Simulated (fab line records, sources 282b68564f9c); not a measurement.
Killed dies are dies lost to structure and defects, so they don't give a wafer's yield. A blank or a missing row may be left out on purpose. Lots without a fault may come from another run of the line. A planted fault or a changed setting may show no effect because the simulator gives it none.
Which tool did it? | flow rit_cmos | 14 lots, 42 wafers sampled, at 6 steps of a route of 202

WHAT THE GAUGES READ, wafer by wafer
RIT_GATE_OVL_MEAS_17.
lot  | measured    | on         | GATE_OVL (nm)
L343 | day 2 12:19 | overlay-02 | -1.1 -3.4 -1.3
L345 | day 2 22:51 | overlay-02 | -3.2 -3.3 -1.2
L347 | day 3 09:09 | overlay-01 | -1.9 -1.3 -3.3
L348 | day 3 16:52 | overlay-01 | -2.0 -3.7 -1.2
L349 | day 3 20:11 | overlay-02 | -3.5 -1.5 -3.3
L350 | day 4 05:08 | overlay-02 | -0.8 -0.5 0.0
L351 | day 4 07:07 | overlay-02 | -0.1 -0.6 0.8
L352 | day 4 12:04 | overlay-02 | 1.3 -2.1 -0.5
L353 | day 4 15:14 | overlay-01 | -1.3 -1.5 -1.6
L354 | day 4 19:44 | overlay-01 | -1.4 0.3 -1.9
L357 | day 5 12:08 | overlay-01 | -2.7 -0.1 -2.3
L360 | day 6 01:29 | overlay-02 | 0.2 -0.5 -1.0
L362 | day 6 12:20 | overlay-02 | -0.4 -2.2 -0.4
L363 | day 6 17:34 | overlay-01 | 0.0 0.5 -0.1

RIT_NLDD_OVL_MEAS_06.
lot  | measured    | on         | NLDD_OVL (nm)
L343 | day 2 16:58 | overlay-01 | 2.2 0.1 0.9
L345 | day 3 04:47 | overlay-01 | -2.7 -1.7 -0.7
L347 | day 3 14:55 | overlay-02 | -1.9 -2.6 -0.8
L348 | day 3 22:08 | overlay-02 | 0.4 1.4 0.2
L349 | day 4 00:44 | overlay-02 | -0.2 1.2 0.3
L350 | day 4 09:41 | overlay-01 | 0.8 3.4 3.3
L351 | day 4 11:32 | overlay-01 | 2.1 1.6 0.9
L352 | day 4 16:37 | overlay-02 | -0.3 0.4 -0.5
L353 | day 4 19:47 | overlay-02 | 2.5 1.8 0.6
L354 | day 5 00:22 | overlay-01 | -0.8 -0.3 -0.9
L357 | day 5 16:33 | overlay-01 | -0.2 0.6 -1.8
L360 | day 6 06:16 | overlay-01 | -0.8 0.7 -0.3
L362 | day 6 16:58 | overlay-01 | -2.6 -1.8 -1.3
L363 | day 6 21:59 | overlay-01 | -0.9 0.0 -0.1

RIT_NSD_TW_MEAS_10.
lot  | measured    | on            | NSD_TW
L343 | day 2 23:08 | film_metro-03 | 3115 3119 3127
L345 | day 3 10:56 | film_metro-02 | 3131 3130 3130
L347 | day 3 20:46 | film_metro-02 | 3135 3122 3142
L348 | day 4 04:07 | film_metro-02 | 3152 3138 3136
L349 | day 4 06:50 | film_metro-02 | 3127 3145 3132
L350 | day 4 15:32 | film_metro-03 | 3133 3131 3118
L351 | day 4 17:26 | film_metro-02 | 3124 3126 3134
L352 | day 4 23:05 | film_metro-04 | 3129 3128 3141
L353 | day 5 01:39 | film_metro-03 | 3085 3098 3111
L354 | day 5 06:39 | film_metro-04 | 3142 3128 3133
L357 | day 5 22:35 | film_metro-02 | 3130 3127 3121
L360 | day 6 14:55 | film_metro-02 | 2902 2905 2903
L362 | day 6 23:04 | film_metro-04 | 2882 2890 2873
L363 | day 7 07:26 | film_metro-04 | 3139 3118 3115

RIT_SDANNEAL_RS_MEAS_05: measures by four-point-probe.
lot  | measured    | on            | NSD_RS (ohm/sq)
L343 | day 3 01:10 | film_metro-04 | 84.42 84.53 84.42
L345 | day 3 13:06 | film_metro-04 | 84.65 84.46 84.50
L347 | day 3 23:03 | film_metro-02 | 83.84 83.67 84.01
L348 | day 4 06:08 | film_metro-03 | 84.34 84.10 84.16
L349 | day 4 08:59 | film_metro-02 | 84.50 84.20 84.36
L350 | day 4 17:34 | film_metro-03 | 84.38 84.03 83.99
L351 | day 4 19:38 | film_metro-03 | 84.30 84.19 84.36
L352 | day 5 01:16 | film_metro-02 | 84.21 84.15 84.27
L353 | day 5 03:40 | film_metro-04 | 84.26 83.98 84.30
L354 | day 5 08:42 | film_metro-04 | 84.73 84.70 84.44
L357 | day 6 00:39 | film_metro-02 | 84.18 84.03 84.05
L360 | day 6 17:04 | film_metro-02 | 110.55 110.69 110.64
L362 | day 7 01:13 | film_metro-02 | 110.53 110.76 110.70
L363 | day 7 09:30 | film_metro-02 | 84.50 84.40 84.42

WHICH TOOL RAN EACH LOT (tool, then ch and the chambers of the sampled wafers, then the start)
lot  | RIT_GATE_SOFTBAKE_12             | RIT_NSD_IMPLANT_08
L343 | litho_track-04 ch 0, day 2 11:32 | implanter-02 ch 0, day 2 22:49
L345 | litho_track-03 ch 0, day 2 22:11 | implanter-02 ch 0, day 3 10:37
L347 | litho_track-03 ch 0, day 3 08:30 | implanter-02 ch 0, day 3 20:27
L348 | litho_track-03 ch 0, day 3 16:12 | implanter-01 ch 0, day 4 03:47
L349 | litho_track-01 ch 0, day 3 19:28 | implanter-01 ch 0, day 4 06:31
L350 | litho_track-04 ch 0, day 4 04:22 | implanter-03 ch 0, day 4 15:13
L351 | litho_track-04 ch 0, day 4 06:19 | implanter-01 ch 0, day 4 17:07
L352 | litho_track-01 ch 0, day 4 11:26 | implanter-02 ch 0, day 4 22:47
L353 | litho_track-01 ch 0, day 4 14:27 | implanter-02 ch 0, day 5 01:19
L354 | litho_track-04 ch 0, day 4 19:00 | implanter-01 ch 0, day 5 06:22
L357 | litho_track-01 ch 0, day 5 11:20 | implanter-02 ch 0, day 5 22:16
L360 | litho_track-04 ch 0, day 6 00:49 | implanter-01 ch 0, day 6 14:35
L362 | litho_track-04 ch 0, day 6 11:40 | implanter-01 ch 0, day 6 22:44
L363 | litho_track-01 ch 0, day 6 16:47 | implanter-02 ch 0, day 7 07:08
- RIT_GATE_SOFTBAKE_12: time 61.23 s.
- RIT_NSD_IMPLANT_08

WHAT THE TOOLS THEMSELVES READ (means of the sampled wafers that have a number; where no wafer has one, the mark that the record gives instead)
RIT_GATE_SOFTBAKE_12.
lot  | tool           | plate_sensor_t_centre_C (C) | plate_sensor_t_edge_C (C)
L343 | litho_track-04 | 90.966                      | 91.020
L345 | litho_track-03 | 90.973                      | 91.024
L347 | litho_track-03 | 90.972                      | 91.021
L348 | litho_track-03 | 90.962                      | 91.027
L349 | litho_track-01 | 90.970                      | 91.024
L350 | litho_track-04 | 90.976                      | 91.022
L351 | litho_track-04 | 90.969                      | 91.011
L352 | litho_track-01 | 90.961                      | 91.024
L353 | litho_track-01 | 90.980                      | 91.008
L354 | litho_track-04 | 90.973                      | 91.024
L357 | litho_track-01 | 90.968                      | 91.018
L360 | litho_track-04 | 90.977                      | 91.027
L362 | litho_track-04 | 90.967                      | 91.022
L363 | litho_track-01 | 90.975                      | 91.023

RIT_NSD_IMPLANT_08.
lot  | tool         | beam_energy_keV | dose_ions_cm2 | end_station_pressure_torr (Torr) | faraday_current_uA
L343 | implanter-02 | 25.354          | 1.0001e+15    | 7.6e-06                          | 3092
L345 | implanter-02 | 25.349          | 9.9933e+14    | 7.6e-06                          | 3126
L347 | implanter-02 | 25.362          | 1.0006e+15    | 7.8e-06                          | 3162
L348 | implanter-01 | 25.342          | 1.0002e+15    | 7.6e-06                          | 3153
L349 | implanter-01 | 25.347          | 9.9970e+14    | 8.0e-06                          | 3111
L350 | implanter-03 | 25.351          | 9.9860e+14    | 7.6e-06                          | 3176
L351 | implanter-01 | 25.349          | 1.0001e+15    | 7.6e-06                          | 3125
L352 | implanter-02 | 25.350          | 1.0004e+15    | 7.6e-06                          | 3064
L353 | implanter-02 | 25.347          | 1.0005e+15    | 7.2e-06                          | 3141
L354 | implanter-01 | 25.359          | 9.9970e+14    | 7.5e-06                          | 3136
L357 | implanter-02 | 25.354          | 1.0006e+15    | 7.9e-06                          | 3035
L360 | implanter-01 | 25.361          | 7.1603e+14    | 6.7e-06                          | 2260
L362 | implanter-01 | 25.361          | 7.1817e+14    | 6.5e-06                          | 2260
L363 | implanter-02 | 25.349          | 1.0000e+15    | 7.6e-06                          | 3147

THE ANSWER, worked out from the rows above alone
Rule: what is usual is taken from the lots themselves. Put in order of their means at a reading, lots are off if they are a third of the lots or fewer, leave a main group of 4 or more, and stand apart from it by a gap of 3 or more times the standard deviation of the main group's means; of several such gaps the widest counts. A main group whose means are all the same, to the digits that the tables above print for the reading, isn't used. A lot without any number at a reading at which 4 lots or more have one is off too. The other lots that the step has rows for count as sound. The gauges are gone through in route order, then the tools' own readings, and for those a lot's mean is taken as printed above. The first step at which some lot is off is used, and at that step the reading that is off furthest; a lot without a number counts as furthest.
Off: L360, L362, at RIT_NSD_TW_MEAS_10 (NSD_TW). The main group: mean 3128, standard deviation 10.
A tool fits if, at a process step before that reading, it ran every lot that is off, and no sound lot after the first of them. The gauges at RIT_NSD_TW_MEAS_10 aren't tried: what is off there is off at RIT_NSD_IMPLANT_08 too, on other tools, and a gauge's error can't cause that. Can't be told from this: 2 tools fit, litho_track-04 at RIT_GATE_SOFTBAKE_12, implanter-01 at RIT_NSD_IMPLANT_08.

WHAT THE SIMULATOR HAD PUT IN
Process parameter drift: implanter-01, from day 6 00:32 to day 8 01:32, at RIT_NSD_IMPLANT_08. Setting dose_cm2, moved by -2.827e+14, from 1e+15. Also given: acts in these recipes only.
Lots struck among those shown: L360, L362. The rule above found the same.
